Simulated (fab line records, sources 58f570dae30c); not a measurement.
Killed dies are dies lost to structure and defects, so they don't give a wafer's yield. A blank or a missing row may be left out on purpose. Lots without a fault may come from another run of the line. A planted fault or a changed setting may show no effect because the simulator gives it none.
One fault seen from 2 desks | flow berkeley_cmos170 | each desk has only its own numbers; what lay behind them comes last

THE METROLOGY DESK
What the gauges read, lot by lot, whatever tool the lot ran on: means of the sampled wafers that have a number. A lot is out of limits, marked OUT, if its mean lies more than 4 standard deviations from the usual mean; the brackets give that distance.
Columns: A = cd_nm at UCB170_GATE_CD_MEAS_90, usual 349.8 nm; B = SPACER_TEOS_THK at UCB170_SPACER_THK_MEAS_01, usual 374 nm; C = NSD_OVL at UCB170_NSD_OVL_MEAS_07, usual 0 nm
lot  | first seen here | A     | B              | C
L958 | day 6 17:59     | 350.0 | 369            | 2
L960 | day 7 00:34     | 350.3 | 380            | -4
L961 | day 7 00:46     | 349.2 | 378            | 5
L959 | day 7 01:01     | 352.3 | 371            | -1
L963 | day 7 22:17     | 350.4 | 377            | -8
L967 | day 8 09:49     | 350.3 | 404 (+6.5) OUT | -2
L974 | day 9 09:55     | 348.2 | 371            | -1
L970 | day 9 10:38     | 351.0 | 400 (+5.7) OUT | -0
L975 | day 10 10:44    | 349.0 | 377            | -1
L977 | day 10 10:59    | 349.0 | 372            | 3
L978 | day 10 22:44    | 350.1 | 371            | 7
L980 | day 10 22:47    | 348.4 | 373            | 3
L979 | day 10 22:55    | 349.6 | 373            | 6
L981 | day 11 07:01    | 347.2 | 373            | -3
This desk's finding: out of limits on L967, L970; first on L967, day 8 15:10 (SPACER_TEOS_THK at UCB170_SPACER_THK_MEAS_01). In limits: L958, L960, L961, L959, L963, L974, L975, L977, L978, L980, L979, L981.

THE TOOL OWNER'S DESK: pecvd-03
The tool's own readings at UCB170_SPACER_CVD_00 (deposits SiO2 from TEOS/O2, target thk 376 nm, time 47 s): means of the sampled wafers that have a number, for each lot that ran on this tool. A lot is out of limits, marked OUT, if its mean lies more than 4 standard deviations from the usual mean; the brackets give that distance.
Columns: A = heater_power_w at UCB170_SPACER_CVD_00, usual 266 W; B = rf_fwd_power_W at UCB170_SPACER_CVD_00, usual 545.0 W
lot  | first seen here | A   | B
L958 | day 6 22:47     | 251 | 545.4
L959 | day 7 07:53     | 270 | 544.9
L967 | day 8 15:07     | 218 | 543.8
L970 | day 9 18:48     | 232 | 544.6
This desk's finding: nothing out of limits on any of the 4 lots.

PUT TOGETHER
The metrology desk could have raised an alarm at day 8 15:10, on L967, L970.
The tool owner's desk saw nothing out of limits.
The tool owner's desk has L967, L970 on record, within its limits.
Of the lots named, all ran UCB170_SPACER_CVD_00 on pecvd-03.

WHAT THE SIMULATOR HAD PUT IN
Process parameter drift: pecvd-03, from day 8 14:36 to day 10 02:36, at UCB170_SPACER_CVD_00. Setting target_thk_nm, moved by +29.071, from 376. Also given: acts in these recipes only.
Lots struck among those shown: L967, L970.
Hours from the fault's start to each desk's first reading out of limits: the metrology desk, 1.
